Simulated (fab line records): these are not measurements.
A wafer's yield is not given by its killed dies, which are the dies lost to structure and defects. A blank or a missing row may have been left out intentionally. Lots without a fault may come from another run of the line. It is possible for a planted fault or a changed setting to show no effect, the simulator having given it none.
2 desks looking at one fault || flow berkeleyCmos170 || numbers are kept per desk, each desk with only its own; the story behind them comes last

THE TOOL OWNER'S DESK: rieMetal-01
The tool's own readings at UCB170_M3_METAL_ETCH_18 (etches Al in Cl2/BCl3, stops on SiO2, target depth 1170 nm, time 195 s): means of the sampled wafers that have a number, for each lot that ran on this tool. Any lot whose mean is over 4 standard deviations away from the usual mean is out of limits and marked OUT; that distance is given in the brackets.
Columns: A = drypumpMotorCurrentA at UCB170_M3_METAL_ETCH_18, usual 5.54 A; B = oesProductAu at UCB170_M3_METAL_ETCH_18, usual 0.853 a.u.; C = throttleValvePct at UCB170_M3_METAL_ETCH_18, usual 24.39 %
{"lot": "L270", "first seen here": "day 9 19:10", "A": 5.86, "B": 0.848, "C": 24.37}
{"lot": "L282", "first seen here": "day 11 21:37", "A": 5.84, "B": 0.845, "C": 24.38}
{"lot": "L287", "first seen here": "day 16 23:19", "A": 5.75, "B": 0.868, "C": 24.42}
{"lot": "L289", "first seen here": "day 17 06:07", "A": 5.86, "B": 0.847, "C": 24.36}
{"lot": "L292", "first seen here": "day 17 10:22", "A": 5.84, "B": 0.836, "C": 24.38}
Finding of this desk: none of the 5 lots has anything out of limits.

METROLOGY DESK
Means of the sampled wafers that have a number, per lot and without regard to the tool the lot ran on: this is what the gauges read. Any lot whose mean is over 4 standard deviations away from the usual mean is out of limits and marked OUT; that distance is given in the brackets.
Columns: A = CONTACT_PSG_THK at UCB170_CONTACT_THK_MEAS_02, usual 703 nm; B = cdNm at UCB170_M3_CD_MEAS_90, usual 700.5 nm
{"lot": "L269", "first seen here": "day 8 03:50", "A": 694, "B": 700.2}
{"lot": "L270", "first seen here": "day 8 22:14", "A": 698, "B": 700.0}
{"lot": "L272", "first seen here": "day 8 22:14", "A": 700, "B": 699.3}
{"lot": "L273", "first seen here": "day 9 07:27", "A": 706, "B": 699.9}
{"lot": "L276", "first seen here": "day 9 16:46", "A": 703, "B": 701.2}
{"lot": "L277", "first seen here": "day 9 22:53", "A": 704, "B": 696.7}
{"lot": "L279", "first seen here": "day 10 14:22", "A": 691, "B": 699.6}
{"lot": "L282", "first seen here": "day 11 00:34", "A": 702, "B": 702.2}
{"lot": "L286", "first seen here": "day 12 03:43", "A": 704, "B": 702.3}
{"lot": "L287", "first seen here": "day 12 03:43", "A": 700, "B": 700.8}
{"lot": "L288", "first seen here": "day 12 03:43", "A": 704, "B": 700.8}
{"lot": "L289", "first seen here": "day 12 08:59", "A": 700, "B": "686.5 (-7.0) OUT"}
{"lot": "L290", "first seen here": "day 12 09:59", "A": 695, "B": 701.0}
{"lot": "L292", "first seen here": "day 13 05:02", "A": 712, "B": "687.7 (-6.4) OUT"}
Finding of this desk: L289, L292 out of limits; the first was L289 at day 17 06:28, on cdNm at UCB170_M3_CD_MEAS_90. Within limits: L269, L270, L272, L273, L276, L277, L279, L282, L286, L287, L288, L290.

PUT TOGETHER
L289, L292 would have let the metrology desk raise an alarm at day 17 06:28.
Nothing out of limits was seen by the tool owner's desk.
On record at the tool owner's desk: L289, L292, within its limits.
The lots listed all ran UCB170_M3_METAL_ETCH_18 on rieMetal-01.

WHAT THE SIMULATOR HAD INSERTED
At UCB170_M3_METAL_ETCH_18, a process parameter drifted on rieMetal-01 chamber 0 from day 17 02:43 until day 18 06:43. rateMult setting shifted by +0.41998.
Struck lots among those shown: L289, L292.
Per desk, hours elapsed from the start of the fault to the first reading out of limits: for the metrology desk, 4.
